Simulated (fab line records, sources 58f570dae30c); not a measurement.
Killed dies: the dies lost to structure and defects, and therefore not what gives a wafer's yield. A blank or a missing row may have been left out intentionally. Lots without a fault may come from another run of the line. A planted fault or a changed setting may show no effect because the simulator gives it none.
A lot that was struck, set against a sound lot    flow berkeley cmos170    14 steps out of a route of 331
Sound: these wafers, L382.1, L382.3, L382.4. Struck: wafers L386.1, L386.3, L386.4. At the end, the cause is stated.
Order at every step that has rows: each side's tool, ch and its chambers, its first start. Under that, the readings that differ: sound wafers    struck wafers    difference of the means    sigmas: that difference in standard deviations of wafers without a fault.
alike: readings with means less than 2 such deviations apart, plus words and numbers identical on both sides. not compared: withheld readings, readings lacking a value on some wafer, bounds such as >300 that could conceal the same value, and numbers that have no deviation in the record and whose values overlap.
The two part at a step that has a row with sigmas, a row that says differs or no value, or rows on one side only. Numbers that have no deviation but don't overlap get no sigmas and don't part them. Lack of a reading on every wafer of one side parts them only where that side has two or more wafers.

first, 1 step without rows for these wafers: UCB170_ACTIVE_DEVELOP_12 (develop time 45 s).
UCB170_ACTIVE_CD_MEAS_13 targets a cd of 1200 nm.
  sound on cd sem-01, day 4 22:51; struck on cd sem-02, day 5 22:48
  alike: cd nm
UCB170_ACTIVE_OVL_MEAS_14:
  sound on overlay-02, day 4 22:58; struck on overlay-02, day 5 22:55
  alike: ACTIVE_OVL
UCB170_ACTIVE_ETCH_15: etches Si3N4 in CH3F/Ar/O2, stops on SiO2, target depth 242 nm, time 151 s.
  sound on rie diel-02 ch 1,2,3, day 4 23:01; struck on rie diel-02 ch 0,2,3, day 5 22:58
  alike: drypump motor current A, oes product au, throttle valve pct
  not compared: rf hours counter h
UCB170_ACTIVE_STRIP_16: strips in O2.
  sound on plasma asher-02 ch 0,1, day 4 23:07; struck on plasma asher-02 ch 0,1, day 5 23:04
  alike: drypump motor current A, oes product au, strip time to endpoint s
  not compared: rf hours counter h
UCB170_ACTIVE_CD_MEAS_90 targets a cd of 1200 nm.
  sound on cd sem-02, day 4 23:13; struck on cd sem-02, day 5 23:26
  alike: cd nm
then, 6 steps without rows for these wafers: UCB170_ACTIVE_CLEAN_17 (cleans in SPM, time 600 s); UCB170_PFIELD_HMDS_00 (prime time 60 s); UCB170_PFIELD_COAT_01 (resist thk 900 nm); UCB170_PFIELD_SOFTBAKE_02 (time 60 s); UCB170_PFIELD_EXPOSE_03 (exposes mask PFIELD, target cd 1500 nm); UCB170_PFIELD_PEB_04.
UCB170_PFIELD_DEVELOP_05: develop time 45 s.
  struck on litho track-03, day 6 00:00; sound on litho track-04 ch 0, day 5 01:00
  no value came back on the struck wafers for chill plate temp C (C), develop time s (s); on the sound wafers chill plate temp C (C) reads 23.07 23.15 23.07
reading                                  sound              struck             difference  sigmas
model.KrF_of_PFIELD_COAT_01.thk nm (nm)  885.2 884.7 886.2  896.8 896.1 898.4  +11.7       
UCB170_PFIELD_OVL_MEAS_06:
  sound on overlay-02, day 5 01:32; struck on overlay-02, day 6 01:03
reading          sound    struck  difference                     sigmas
PFIELD_OVL (nm)  -2 5 -5  - - -   no value on the struck wafers  

== WHERE THEY PART ==
At UCB170_PFIELD_DEVELOP_05 first; at UCB170_PFIELD_OVL_MEAS_06 last (within this record only).

WHY: what the simulator had put in
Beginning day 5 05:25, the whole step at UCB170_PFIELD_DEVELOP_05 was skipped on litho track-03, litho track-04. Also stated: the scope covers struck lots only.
